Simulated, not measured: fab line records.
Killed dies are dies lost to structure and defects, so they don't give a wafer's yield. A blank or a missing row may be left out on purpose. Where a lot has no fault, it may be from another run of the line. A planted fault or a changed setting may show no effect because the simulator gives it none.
Split-lot experiment :: flow berkeleyCmos170 :: route with 331 steps; 5 lots, 23 wafers read

== THE SPLIT ITSELF ==
At UCB170_NLDD_EXPOSE_03 (exposes mask NSELECT, target cd 1200 nm), the setting doseMj was moved away from the recipe's 30 on 5 of the 23 wafers read, by -3.8% to +7.0%. This setting was run at the recipe's value on the other wafers.

== FROM THE SPLIT TO THE READING: what the file shows between them, 2 steps ==
- UCB170_NLDD_PEB_04
- UCB170_NLDD_DEVELOP_05: develop time 45 s

== THE READING ==
cdNm, in nm, at UCB170_NLDD_CD_MEAS_06 (target cd 1200 nm). A value of 1200.0 nm with a standard deviation of 1.2 nm is what fault-free wafers of this fab line usually give.

wafer: L074.1
tool, chamber at the split: krfScanner-02, 0
doseMj as run: 30
against the recipe: recipe
cdNm, nm: 1200.7
against lot-mates on the recipe: -

wafer: L074.2
tool, chamber at the split: krfScanner-02, 0
doseMj as run: 30
against the recipe: recipe
cdNm, nm: 1200.7
against lot-mates on the recipe: -

wafer: L074.4
tool, chamber at the split: krfScanner-02, 0
doseMj as run: 30
against the recipe: recipe
cdNm, nm: 1201.6
against lot-mates on the recipe: -

wafer: L074.5
tool, chamber at the split: krfScanner-02, 0
doseMj as run: 30
against the recipe: recipe
cdNm, nm: 1200.9
against lot-mates on the recipe: -

wafer: L074.6
tool, chamber at the split: krfScanner-02, 0
doseMj as run: 30
against the recipe: recipe
cdNm, nm: 1201.2
against lot-mates on the recipe: -

wafer: L077.2
tool, chamber at the split: krfScanner-02, 0
doseMj as run: 30
against the recipe: recipe
cdNm, nm: 1200.4
against lot-mates on the recipe: -

wafer: L077.3
tool, chamber at the split: krfScanner-02, 0
doseMj as run: 30
against the recipe: recipe
cdNm, nm: 1199.2
against lot-mates on the recipe: -

wafer: L077.4
tool, chamber at the split: krfScanner-02, 0
doseMj as run: 30
against the recipe: recipe
cdNm, nm: 1199.6
against lot-mates on the recipe: -

wafer: L077.5
tool, chamber at the split: krfScanner-02, 0
doseMj as run: 30
against the recipe: recipe
cdNm, nm: 1198.1
against lot-mates on the recipe: -

wafer: L077.6
tool, chamber at the split: krfScanner-02, 0
doseMj as run: 30
against the recipe: recipe
cdNm, nm: 1199.5
against lot-mates on the recipe: -

wafer: L081.1
tool, chamber at the split: krfScanner-01, 0
doseMj as run: 30
against the recipe: recipe
cdNm, nm: 1199.3
against lot-mates on the recipe: -

wafer: L081.2
tool, chamber at the split: krfScanner-01, 0
doseMj as run: 28.86
against the recipe: -3.8%
cdNm, nm: 1190.9
against lot-mates on the recipe: -8.6

wafer: L081.4
tool, chamber at the split: krfScanner-01, 0
doseMj as run: 30
against the recipe: recipe
cdNm, nm: 1199.7
against lot-mates on the recipe: -

wafer: L081.5
tool, chamber at the split: krfScanner-01, 0
doseMj as run: 28.86
against the recipe: -3.8%
cdNm, nm: 1191.8
against lot-mates on the recipe: -7.7

wafer: L081.6
tool, chamber at the split: krfScanner-01, 0
doseMj as run: 28.86
against the recipe: -3.8%
cdNm, nm: 1193.7
against lot-mates on the recipe: -5.8

wafer: L080.1
tool, chamber at the split: krfScanner-02, 0
doseMj as run: 30
against the recipe: recipe
cdNm, nm: 1198.6
against lot-mates on the recipe: -

wafer: L080.2
tool, chamber at the split: krfScanner-02, 0
doseMj as run: 30
against the recipe: recipe
cdNm, nm: 1200.6
against lot-mates on the recipe: -

wafer: L080.3
tool, chamber at the split: krfScanner-02, 0
doseMj as run: 32.11
against the recipe: +7.0%
cdNm, nm: 1211.7
against lot-mates on the recipe: +12.6

wafer: L080.5
tool, chamber at the split: krfScanner-02, 0
doseMj as run: 32.11
against the recipe: +7.0%
cdNm, nm: 1211.8
against lot-mates on the recipe: +12.7

wafer: L080.6
tool, chamber at the split: krfScanner-02, 0
doseMj as run: 30
against the recipe: recipe
cdNm, nm: 1198.0
against lot-mates on the recipe: -

wafer: L082.2
tool, chamber at the split: krfScanner-01, 0
doseMj as run: 30
against the recipe: recipe
cdNm, nm: 1200.8
against lot-mates on the recipe: -

wafer: L082.4
tool, chamber at the split: krfScanner-01, 0
doseMj as run: 30
against the recipe: recipe
cdNm, nm: 1201.0
against lot-mates on the recipe: -

wafer: L082.5
tool, chamber at the split: krfScanner-01, 0
doseMj as run: 30
against the recipe: recipe
cdNm, nm: 1199.5
against lot-mates on the recipe: -

THE FIT
A straight line over all 23 wafers: cdNm changes by +1.8 nm for each +1% of doseMj; r = +0.97; the points scatter about the line by 1.1 nm.
The same after taking each lot's own level away (the mean of its wafers on the recipe; 23 wafers): +1.85 nm for each +1%; r = +0.99; scatter 0.79 nm.
Per that fit: largest doseMj move, reading shift of 13 nm.
The lots' own levels span 1199.07 to 1201.02 nm, that is 1.6 times the standard deviation above.
Consequently the slope shifts little with the lot-to-lot level, the two slopes agreeing.
Check: for one of the wafers moved furthest among these (+7.0%), held out of the fit, the line's prediction against its lot-mates is +13.1 nm. Against them it came out at +12.6 nm.

== ADDITIONAL SPLITS CARRIED BY THESE WAFERS ==
These wafers also went through other splits before the reading. Each is held against what the fit with the lots' levels taken away leaves over:
other split on the same wafers: UCB170_ZERO_COAT_01 resistThkNm
wafers away from the commonest value: 8
r with cdNm (lot level and that fit taken away): +0.00

other split on the same wafers: UCB170_PWELL_CVD_05 pressureMtorr
wafers away from the commonest value: 15
r with cdNm (lot level and that fit taken away): +0.08

other split on the same wafers: UCB170_PWELL_DEVELOP_12 devTempC
wafers away from the commonest value: 6
r with cdNm (lot level and that fit taken away): +0.26

other split on the same wafers: UCB170_ACTIVE_OXIDATION_02 tempC
wafers away from the commonest value: 10
r with cdNm (lot level and that fit taken away): +0.05

other split on the same wafers: UCB170_ACTIVE_COAT_08 resistThkNm
wafers away from the commonest value: 5
r with cdNm (lot level and that fit taken away): +0.00

== FILE'S OWN FIT ==
cdNm changes by +1.83 nm for each +1% of doseMj, r = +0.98.
